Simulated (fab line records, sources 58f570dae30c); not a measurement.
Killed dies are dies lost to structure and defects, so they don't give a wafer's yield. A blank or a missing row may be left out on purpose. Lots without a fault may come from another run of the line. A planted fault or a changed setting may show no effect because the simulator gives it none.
Which tool did it? | flow berkeley_cmos170 | 14 lots, 42 wafers sampled, at 4 steps of a route of 331

WHAT THE GAUGES READ, wafer by wafer
UCB170_NWELL_THK_MEAS_02.
lot  | measured    | on            | NWELL_OXIDE_THK (nm)
L394 | day 2 09:03 | film_metro-02 | 26.3 25.6 26.2
L395 | day 2 09:04 | film_metro-04 | 26.0 26.3 26.5
L396 | day 2 18:52 | film_metro-03 | 27.1 27.5 26.9
L397 | day 3 01:40 | film_metro-03 | 27.4 27.3 27.2
L398 | day 3 01:41 | film_metro-02 | 26.8 26.3 26.9
L400 | day 3 07:46 | film_metro-02 | 27.2 27.2 26.8
L402 | day 3 22:38 | film_metro-03 | 26.8 26.7 27.1
L401 | day 3 22:40 | film_metro-02 | 26.3 25.7 25.9
L403 | day 4 04:17 | film_metro-03 | 26.0 26.0 26.0
L405 | day 4 12:49 | film_metro-03 | 26.0 26.3 26.3
L407 | day 5 03:16 | film_metro-02 | 27.0 26.9 26.9
L413 | day 6 05:50 | film_metro-02 | 26.0 26.9 26.7
L414 | day 6 13:03 | film_metro-02 | 25.8 26.0 26.5
L416 | day 6 22:37 | film_metro-03 | 26.9 26.8 26.9

UCB170_PWELL_OVL_MEAS_13.
lot  | measured    | on         | PWELL_OVL (nm)
L394 | day 3 12:54 | overlay-01 | 5 6 -1
L395 | day 3 12:32 | overlay-01 | 4 -1 2
L396 | day 3 23:16 | overlay-01 | -10 -5 -8
L397 | day 4 08:13 | overlay-01 | -13 -6 -10
L398 | day 4 08:29 | overlay-01 | -5 -1 -4
L400 | day 4 13:22 | overlay-01 | -17 -13 -9
L402 | day 4 23:14 | overlay-01 | 6 4 1
L401 | day 4 23:29 | overlay-01 | 1 9 10
L403 | day 5 12:41 | overlay-02 | 1 5 -2
L405 | day 5 16:18 | overlay-02 | 4 0 8
L407 | day 6 11:17 | overlay-01 | 2 -3 -3
L413 | day 7 12:13 | overlay-02 | 1 1 4
L414 | day 7 20:18 | overlay-01 | -3 6 -3
L416 | day 8 07:41 | overlay-02 | 9 5 6

UCB170_NLDD_OVL_MEAS_07.
lot  | measured     | on         | NLDD_OVL (nm)
L394 | day 7 12:48  | overlay-02 | 6 2 0
L395 | day 7 13:03  | overlay-01 | 7 2 3
L396 | day 8 01:19  | overlay-01 | 1 3 -2
L397 | day 8 14:54  | overlay-02 | 7 5 8
L398 | day 8 15:32  | overlay-01 | -1 0 -1
L400 | day 8 15:35  | overlay-02 | 4 3 2
L402 | day 9 02:25  | overlay-01 | 0 5 -1
L401 | day 9 02:43  | overlay-02 | 3 4 6
L403 | day 9 14:10  | overlay-02 | 1 0 10
L405 | day 9 14:41  | overlay-01 | 1 4 9
L407 | day 10 09:58 | overlay-02 | -1 5 -4
L414 | day 11 09:58 | overlay-01 | 9 5 9
L416 | day 11 23:01 | overlay-02 | 8 9 5

WHICH TOOL RAN EACH LOT (tool, then ch and the chambers of the sampled wafers, then the start)
lot  | UCB170_PWELL_PEB_11
L394 | litho_track-01 ch 0, day 3 12:38
L395 | litho_track-04 ch 0, day 3 12:17
L396 | litho_track-03 ch 0, day 3 22:59
L397 | litho_track-04 ch 0, day 4 07:57
L398 | litho_track-01 ch 0, day 4 08:13
L400 | litho_track-03 ch 0, day 4 13:05
L402 | litho_track-03 ch 0, day 4 22:57
L401 | litho_track-01 ch 0, day 4 23:14
L403 | litho_track-04 ch 0, day 5 12:28
L405 | litho_track-01 ch 0, day 5 16:02
L407 | litho_track-03 ch 0, day 6 11:01
L413 | litho_track-03 ch 0, day 7 11:57
L414 | litho_track-03 ch 0, day 7 20:05
L416 | litho_track-01 ch 0, day 8 07:27
- UCB170_PWELL_PEB_11

WHAT THE TOOLS THEMSELVES READ (means of the sampled wafers that have a number; where no wafer has one, the mark that the record gives instead)
UCB170_PWELL_PEB_11.
lot  | tool           | heater_power_total_W (W) | plate_temp_C (C)
L394 | litho_track-01 | 56.82                    | 130.04
L395 | litho_track-04 | 56.74                    | 130.22
L396 | litho_track-03 | 56.80                    | 130.14
L397 | litho_track-04 | 56.78                    | 129.97
L398 | litho_track-01 | 56.78                    | 129.85
L400 | litho_track-03 | 56.83                    | 130.04
L402 | litho_track-03 | 56.79                    | 130.02
L401 | litho_track-01 | 56.84                    | 130.00
L403 | litho_track-04 | 56.81                    | 130.03
L405 | litho_track-01 | 56.83                    | 129.90
L407 | litho_track-03 | 56.79                    | 129.78
L413 | litho_track-03 | 59.74                    | -
L414 | litho_track-03 | 59.71                    | -
L416 | litho_track-01 | 56.82                    | 129.89

THE ANSWER, worked out from the rows above alone
Rule: what is usual is taken from the lots themselves. Put in order of their means at a reading, lots are off if they are a third of the lots or fewer, leave a main group of 4 or more, and stand apart from it by a gap of 3 or more times the standard deviation of the main group's means; of several such gaps the widest counts. A main group whose means are all the same, to the digits that the tables above print for the reading, isn't used. A lot without any number at a reading at which 4 lots or more have one is off too. The other lots that the step has rows for count as sound. The gauges are gone through in route order, then the tools' own readings, and for those a lot's mean is taken as printed above. The first step at which some lot is off is used, and at that step the reading that is off furthest; a lot without a number counts as furthest.
Off: L413, L414, at UCB170_PWELL_PEB_11 (plate_temp_C). Without a number there: L413, L414. The main group: mean 129.99 C, standard deviation 0.12.
A tool fits if, at that step or a process step before it, it ran every lot that is off, and no sound lot after the first of them. One fits: litho_track-03 at UCB170_PWELL_PEB_11. Its last sound lot is L407 (day 6 11:01), its first lot that is off L413 (day 7 11:57): a fault that began between those two fits.
The tool's own readings at UCB170_PWELL_PEB_11 bear it out: on the lots that are off they differ by more than 5 times the standard deviation of the sound lots' means. heater_power_total_W reads 59.73 W there against 56.80 W on the sound lots.
Blank at UCB170_PWELL_PEB_11 on the lots that are off, where sound lots have numbers: plate_temp_C.

WHAT THE SIMULATOR HAD PUT IN
Process parameter drift: litho_track-03, from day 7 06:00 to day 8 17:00, at UCB170_PWELL_PEB_11. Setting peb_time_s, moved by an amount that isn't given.
Lots struck among those shown: L413, L414. The rule above found the same.
